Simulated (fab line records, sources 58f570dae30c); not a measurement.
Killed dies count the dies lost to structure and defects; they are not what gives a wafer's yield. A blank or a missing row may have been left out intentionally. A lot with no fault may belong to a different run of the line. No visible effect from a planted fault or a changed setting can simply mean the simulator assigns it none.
8D (eight disciplines) problem report, filled in by code || flow berkeleyCmos170 || the parts of the form that need people (team, actions taken, sign-off) are left out

## 1. PROBLEM STATEMENT
Wafers free of any fault read 1032.1 ohm/sq (standard deviation 2.5) for PLDD_RS at UCB170_SDANNEAL_RS_MEAS_04, against a mean of 1072.9 ohm/sq on 6 wafers of 2 lots. That puts it +16 standard deviations away from the usual mean.
The step: measures by four-point-probe.
First observed at day 9 14:48: wafer L464.1, on filmMetro-02. The record holds 42 wafers of 14 lots with a number at this step. Rule for "out", or "out of limits": more than 4 standard deviations from the usual mean. All remaining wafers that have a number are taken as sound.

## 2. WHAT THIS IS AND IS NOT
{"question": "which readings at this step", "is": "PLDD_RS", "is not": "-"}
{"question": "which lots", "is": "L464, L465", "is not": "L456, L457, L458, L459, L460, L462, L470, L471, L472, L474, L478, L479"}
{"question": "which wafers of those lots", "is": "all that have a number", "is not": "-"}
{"question": "read on which gauges", "is": "filmMetro-01, filmMetro-02", "is not": "filmMetro-03"}
{"question": "when", "is": "from day 9 14:48", "is not": "up to then (18 sound wafers); but 18 sound wafers of L470, L471, L472, L474, L478, L479 came after"}

## 3. THE SUSPECTS, EACH WITH WHAT RULES IT OUT
Counting: any tool at a process step up to the reading is kept as a suspect provided that every lot that is out went through it and no sound lot did after the first of them.
- the gauge at UCB170_SDANNEAL_RS_MEAS_04 has been ruled out. 2 gauges (filmMetro-01, filmMetro-02) read the wafers that are out.
- implanter-02 at UCB170_PLDD_IMPLANT_08: kept. Every lot that is out went through it, starting with L464 (day 8 22:56), and after that it ran no sound lot; the last sound lot it ran before then is L459 (day 7 18:56). On those wafers its own readings are out: doseIonsCm2, faradayCurrentUA.
After counting, what remains is implanter-02 at UCB170_PLDD_IMPLANT_08.

## 4. THE CAUSE (what the simulator had put in)
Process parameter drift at UCB170_PLDD_IMPLANT_08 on implanter-02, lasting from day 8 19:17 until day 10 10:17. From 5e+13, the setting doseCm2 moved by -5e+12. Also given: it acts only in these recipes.
Only this tool survived the counting.

## 5. THE EFFECT CHAIN, in route order
Rows list readings where the struck wafers' mean (over those with a number) sits beyond 3 standard deviations from the usual. Only readings for which the record gives a usual standard deviation are gone through. hours: the time from each lot's start at the first step in this table that gives one to its start at this step, as a median over the lots. sigmas: the change in usual standard deviations.
{"hours": 0, "step": "UCB170_PLDD_IMPLANT_08", "reading": "doseIonsCm2", "usual": 5.001e+13, "on struck wafers": 4.500e+13, "change": -5.005e+12, "sigmas": -93}
{"hours": 0, "step": "UCB170_PLDD_IMPLANT_08", "reading": "faradayCurrentUA", "usual": 158.5, "on struck wafers": 143.0, "change": -15.5, "sigmas": -5.3}
{"hours": 16, "step": "UCB170_SDANNEAL_RS_MEAS_04", "reading": "PLDD_RS", "usual": "1032.1 ohm/sq", "on struck wafers": 1072.9, "change": "+40.8", "sigmas": "+16"}
It contains these process steps:
- UCB170_PLDD_IMPLANT_08

## 6. WHAT WOULD HAVE CAUGHT IT SOONER
20 hours passed between the start of the fault at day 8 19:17 and the first reading out of limits at a measuring or inspecting step in this record, taken at day 9 14:48.
Tool's own readings at UCB170_PLDD_IMPLANT_08, doseIonsCm2, faradayCurrentUA: out on all struck wafers the step has rows for; an alarm limit on them would have tripped on the first.
Lots out: 2; all had begun UCB170_PLDD_IMPLANT_08 on implanter-02 by day 9 14:48. None of them would have been spared by holding the tool at that moment.
